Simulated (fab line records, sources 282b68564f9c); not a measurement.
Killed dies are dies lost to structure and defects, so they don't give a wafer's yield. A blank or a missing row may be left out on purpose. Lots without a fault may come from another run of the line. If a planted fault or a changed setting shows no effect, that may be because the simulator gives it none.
A lot that was struck, set against a sound lot || flow ritCmos || 28 out of 202 route steps
Sound: the wafers L256.1, L256.2, L256.6. The struck wafers were L261.3, L261.5, L261.6. The cause is given at the end.
Order at every step that has rows: each side's tool, ch and its chambers, its first start. Under that, the readings that differ: sound wafers || struck wafers || difference of the means || sigmas: that difference in standard deviations of wafers without a fault.
alike: same words and numbers on both sides, and readings whose means sit less than 2 such deviations apart. not compared: any withheld reading, any reading some wafer has no value for, any bound like >300 that may hide the same value, and any number with overlapping values for which the record gives no deviation.
Wherever a step has rows on one side only, a row that says differs or no value, or a row with sigmas, the two part there. Non-overlapping numbers with no deviation appear without sigmas and do not part them. A reading that every wafer of one side lacks parts them only if that side has two wafers or more.

RIT_ACTIVE_BOW_MEAS_00:
  struck on filmMetro-02, day 4 23:02; sound on filmMetro-04, day 3 22:00
  alike: INCOMING_BOW
RIT_ACTIVE_OXIDATION_01: target thk 46.8 nm, ox time 3360 s.
  sound on furnace-01 ch 0, day 3 23:30; struck on furnace-01 ch 0, day 4 23:08
{"reading": "model.SiO2_of_ACTIVE_OXIDATION_01.thkNm (nm)", "sound": "46.24 46.04 46.34", "struck": "52.62 53.75 52.78", "difference": "+6.84", "sigmas": ""}
  alike: tube_center_temp_C_max
RIT_ACTIVE_THK_MEAS_02:
  struck on filmMetro-03, day 5 01:06; sound on filmMetro-02, day 4 01:26
{"reading": "ACTIVE_OXIDE_THK (nm)", "sound": "46.2 46.0 46.3", "struck": "52.6 53.8 52.7", "difference": "+6.9", "sigmas": "+9"}
then, 1 step without rows for these wafers: RIT_ACTIVE_CVD_03 (deposits Si3N4 from SiH2Cl2/NH3, target thk 150 nm, time 1500 s).
RIT_ACTIVE_THK_MEAS_04:
  struck on filmMetro-03, day 5 02:34; sound on filmMetro-03, day 4 02:57
{"reading": "ACTIVE_NITRIDE_THK (nm)", "sound": "147.0 149.0 147.1", "struck": "151.1 150.4 150.1", "difference": "+2.8", "sigmas": "+2"}
then, 6 steps without rows for these wafers: RIT_ACTIVE_HMDS_05 (prime time 61.04 s); RIT_ACTIVE_COAT_06 (resist thk 1000 nm); RIT_ACTIVE_SOFTBAKE_07 (time 60 s); RIT_ACTIVE_EXPOSE_08 (exposes mask M1, target cd 1400 nm); RIT_ACTIVE_PEB_09; RIT_ACTIVE_DEVELOP_10 (develop time 50 s).
RIT_ACTIVE_CD_MEAS_11: the cd target is 1400 nm.
  struck on cdSem-01, day 5 03:44; sound on cdSem-01, day 4 04:02
{"reading": "cdNm (nm)", "sound": "1397.0 1397.2 1396.2", "struck": "1403.4 1402.2 1402.3", "difference": "+5.8", "sigmas": "+3"}
then, 1 step without rows for these wafers: RIT_ACTIVE_HARDBAKE_12 (time 60 s).
RIT_ACTIVE_ETCH_13: etches Si3N4 in SF6, stops on SiO2, time 210 s, target depth 210 nm.
  sound on rieDiel-02 ch 0,2, day 4 04:18; struck on rieDiel-02 ch 1,2,3, day 5 03:58
  alike: drypumpMotorCurrentA, oesProductAu, throttleValvePct
  not compared: rfHoursCounterH
RIT_ACTIVE_STRIP_14: strips in O2, time 180 s.
  sound on plasmaAsher-03 ch 0,1, day 4 04:26; struck on plasmaAsher-02 ch 0,1, day 5 04:10
  alike: drypumpMotorCurrentA
  not compared: rfHoursCounterH
RIT_ACTIVE_CD_MEAS_90: the cd target is 1400 nm.
  struck on cdSem-01, day 5 04:19; sound on cdSem-01, day 4 04:37
{"reading": "cdNm (nm)", "sound": "1397.6 1397.3 1396.7", "struck": "1403.7 1401.7 1402.3", "difference": "+5.4", "sigmas": "+3"}
then, 4 steps without rows for these wafers: RIT_ACTIVE_CLEAN_15 (cleans in SC1, time 600 s); RIT_ACTIVE_CLEAN_16 (cleans in dHF, time 30 s); RIT_ACTIVE_CLEAN_17 (cleans in SC2, time 600 s); RIT_FOX1_OXIDATION_00 (target thk 350.7 nm, ox time 1130 s).
RIT_FOX1_THK_MEAS_01:
  struck on filmMetro-01, day 5 06:28; sound on filmMetro-01, day 4 07:34
{"reading": "FOX1_OXIDE_THK (nm)", "sound": "345 350 345", "struck": "363 365 360", "difference": "+16", "sigmas": "+2"}
then, 2 steps without rows for these wafers: RIT_FOX1_WET_ETCH_02 (etches SiO2 in BOE, target depth 350 nm, time 390 s); RIT_FOX2_OXIDATION_00 (target thk 350.7 nm, ox time 1130 s).
RIT_FOX2_THK_MEAS_01:
  struck on filmMetro-02, day 5 07:57; sound on filmMetro-02, day 4 09:08
  alike: FOX2_OXIDE_THK
then, 1 step without rows for these wafers: RIT_FOX2_CLEAN_02 (cleans in dHF, time 180 s).
RIT_FOX2_WET_ETCH_03: etches Si3N4 in H3PO4, target depth 195 nm, time 2659 s.
  sound on wetBench-01 ch 0, day 4 09:15; struck on wetBench-04 ch 3, day 5 08:03
{"reading": "model.SiO2_of_ACTIVE_OXIDATION_01.thkNm (nm)", "sound": "41.05 40.86 41.17", "struck": "46.77 47.79 46.96", "difference": "+6.15", "sigmas": ""}
  alike: tempC
RIT_FOX2_THK_MEAS_90:
  struck on filmMetro-02, day 5 08:50; sound on filmMetro-03, day 4 10:14
  alike: FIELD_OXIDE_LEFT_1_THK
RIT_M1_PROBE_99:
  struck on prober-01, day 7 03:36; sound on prober-02, day 6 03:23
{"reading": "killedAtFrontEnd", "sound": "0 4 8", "struck": "12 13 13", "difference": "+9", "sigmas": "+3"}
{"reading": "killedDies", "sound": "0 4 8", "struck": "12 13 13", "difference": "+9", "sigmas": "+3"}
{"reading": "killedOpen", "sound": "0 2 7", "struck": "4 9 10", "difference": "+5", "sigmas": "+2"}
{"reading": "model.etest.nldd.widthNm (nm)", "sound": "3193 3203 3194", "struck": "3108 3085 3090", "difference": -102, "sigmas": ""}
{"reading": "model.etest.pldd.widthNm (nm)", "sound": "3187 3192 3210", "struck": "3119 3091 3086", "difference": -98, "sigmas": ""}
{"reading": "model.etest.pplusSal.widthNm (nm)", "sound": "3444 3469 3447", "struck": "3411 3405 3397", "difference": -49, "sigmas": ""}
{"reading": "model.etest.nplusSal.widthNm (nm)", "sound": "3435 3464 3457", "struck": "3383 3406 3391", "difference": -59, "sigmas": ""}
{"reading": "model.etest.nmosNarrow.driveUaUm", "sound": "230.1 225.9 224.2", "struck": "209 210.3 209.8", "difference": -17, "sigmas": ""}
{"reading": "model.etest.pmosNarrow.driveUaUm", "sound": "101.5 99.11 98.03", "struck": "96.97 96.61 97.12", "difference": -2.65, "sigmas": ""}
  alike: killed_at_M0_to_M3, killedShort

== WHERE THEY PART ==
First at RIT_ACTIVE_THK_MEAS_02; last, within this record, at RIT_M1_PROBE_99.

WHY: what had been put in by the simulator
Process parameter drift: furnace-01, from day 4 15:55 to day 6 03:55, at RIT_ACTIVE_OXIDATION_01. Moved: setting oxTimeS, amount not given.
